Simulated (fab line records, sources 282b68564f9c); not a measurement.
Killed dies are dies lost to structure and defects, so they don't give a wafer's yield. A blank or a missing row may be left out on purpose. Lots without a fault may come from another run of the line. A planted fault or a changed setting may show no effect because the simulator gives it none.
Which tool did it? | flow rit_cmos | 14 lots, 42 wafers sampled, at 1 step of a route of 202

WHAT THE GAUGES READ, wafer by wafer
The record holds no reading of a measuring or inspecting step that can be judged against a usual standard deviation.

WHICH TOOL RAN EACH LOT (tool, then ch and the chambers of the sampled wafers, then the start)
lot  | RIT_SPACER_ETCHBACK_05
L281 | rie_diel-04 ch 1,2,3, day 3 00:23
L282 | rie_diel-04 ch 1,2,3, day 3 04:41
L283 | rie_diel-02 ch 1,3, day 3 08:01
L284 | rie_diel-03 ch 0,2,3, day 3 12:58
L286 | rie_diel-02 ch 1,2,3, day 4 00:46
L287 | rie_diel-02 ch 1,2,3, day 4 03:55
L288 | rie_diel-03 ch 0,2,3, day 4 08:41
L290 | rie_diel-04 ch 1,2, day 4 19:38
L292 | rie_diel-03 ch 2,3, day 5 04:31
L296 | rie_diel-02 ch 0,1,3, day 6 01:55
L297 | rie_diel-02 ch 1,3, day 6 12:57
L299 | rie_diel-04 ch 0,1,2, day 6 21:22
L302 | rie_diel-03 ch 0,1,2, day 7 11:35
L303 | rie_diel-04 ch 0,1,3, day 7 13:46
- RIT_SPACER_ETCHBACK_05: etches Si3N4 in SF6/CHF3, stops on SiO2, target depth 250 nm, time 240 s.

WHAT THE TOOLS THEMSELVES READ (means of the sampled wafers that have a number; where no wafer has one, the mark that the record gives instead)
RIT_SPACER_ETCHBACK_05.
lot  | tool        | SF6_flow_sccm (sccm) | drypump_motor_current_A (A) | oes_product_au (a.u.) | run_length_s (s) | throttle_valve_pct (%)
L281 | rie_diel-04 | 30.06                | 5.7                         | 0.851                 | 268.4            | 10.29
L282 | rie_diel-04 | 30.00                | 5.7                         | 0.855                 | 268.3            | 10.30
L283 | rie_diel-02 | 29.92                | 5.7                         | 0.837                 | 268.1            | 10.31
L284 | rie_diel-03 | 29.97                | 5.9                         | 0.846                 | 268.1            | 10.33
L286 | rie_diel-02 | 29.99                | 5.6                         | 0.820                 | 268.0            | 10.36
L287 | rie_diel-02 | 30.00                | 5.6                         | 0.827                 | 267.9            | 10.36
L288 | rie_diel-03 | 30.00                | 5.8                         | 0.842                 | 267.9            | 10.33
L290 | rie_diel-04 | 29.99                | 6.0                         | 0.834                 | 268.5            | 10.27
L292 | rie_diel-03 | 29.97                | 5.7                         | 0.810                 | 267.9            | 10.31
L296 | rie_diel-02 | 30.00                | 5.6                         | 0.986                 | 172.0            | 10.25
L297 | rie_diel-02 | 30.03                | 5.5                         | 0.970                 | 172.0            | 10.31
L299 | rie_diel-04 | 29.99                | 6.1                         | 0.843                 | 268.6            | 10.21
L302 | rie_diel-03 | 30.05                | 5.7                         | 0.848                 | 268.5            | 10.35
L303 | rie_diel-04 | 30.02                | 5.9                         | 0.856                 | 268.6            | 10.29

THE ANSWER, worked out from the rows above alone
Rule: what is usual is taken from the lots themselves. Put in order of their means at a reading, lots are off if they are a third of the lots or fewer, leave a main group of 4 or more, and stand apart from it by a gap of 3 or more times the standard deviation of the main group's means; of several such gaps the widest counts. A main group whose means are all the same, to the digits that the tables above print for the reading, isn't used. A lot without any number at a reading at which 4 lots or more have one is off too. The other lots that the step has rows for count as sound. The gauges are gone through in route order, then the tools' own readings, and for those a lot's mean is taken as printed above. The first step at which some lot is off is used, and at that step the reading that is off furthest; a lot without a number counts as furthest.
Off: L296, L297, at RIT_SPACER_ETCHBACK_05 (run_length_s). The main group: mean 268.2 s, standard deviation 0.27.
A tool fits if, at that step or a process step before it, it ran every lot that is off, and no sound lot after the first of them. One fits: rie_diel-02 at RIT_SPACER_ETCHBACK_05. Its last sound lot is L287 (day 4 03:55), its first lot that is off L296 (day 6 01:55): a fault that began between those two fits.
The tool's own readings at RIT_SPACER_ETCHBACK_05 bear it out: on the lots that are off they differ by more than 5 times the standard deviation of the sound lots' means. oes_product_au reads 0.978 a.u. there against 0.839 a.u. on the sound lots; run_length_s reads 172.0 s there against 268.2 s on the sound lots.

WHAT THE SIMULATOR HAD PUT IN
Process parameter drift: rie_diel-02, from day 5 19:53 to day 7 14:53, at RIT_SPACER_ETCHBACK_05. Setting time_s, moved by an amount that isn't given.
Lots struck among those shown: L296, L297. The rule above found the same.
